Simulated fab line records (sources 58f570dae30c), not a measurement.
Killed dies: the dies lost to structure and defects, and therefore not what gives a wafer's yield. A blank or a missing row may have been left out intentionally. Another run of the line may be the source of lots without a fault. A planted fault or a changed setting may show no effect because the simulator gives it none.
Chamber matching	flow berkeley cmos170	UCB170_ACTIVE_ETCH_15 on rie diel-01: 4 sister chambers
The step etches Si3N4 in CH3F/Ar/O2, stops on SiO2, target depth 242 nm, time 151 s. 4 wafers are shown with their chamber, then 7 later ones without.

== EACH WAFER AND ITS CHAMBER ==
wafer	chamber	drypump motor current A (A)
L966.5	0	6.3
L971.2	2	5.8
L973.6	3	6.3
L976.4	1	5.7

== WAFERS MISSING THEIR CHAMBER ==
wafer	drypump motor current A (A)
L976.5	5.8
L978.1	6.3
L978.4	5.7
L978.6	6.3
L977.2	5.6
L977.3	5.8
L977.6	6.3

== EACH ONE'S CHAMBER ==
wafer	from the rows above	in truth
L976.5	2	2
L978.1	can't be placed: 0 or 3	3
L978.4	1	1
L978.6	can't be placed: 0 or 3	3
L977.2	1	1
L977.3	2	2
L977.6	can't be placed: 0 or 3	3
Correct placement for 4 of the 7. From these rows, 3 cannot be placed; in 3 the true chamber is one of the candidates. 0 placed wrongly.
How it was worked out, from the rows above alone: a wafer's distance from a chamber is the root of the sum, over the readings, of the square of ((its reading less the chamber's mean) divided by the reading's scatter). If the next closest chamber is less than 2 further off than the closest, the wafer can't be placed; otherwise it belongs to the closest. A chamber's mean is the mean of its shown wafers. The scatter (one wafer shown for each chamber): square how far every hidden wafer sits from the nearest shown wafer, average those squares and take the square root.
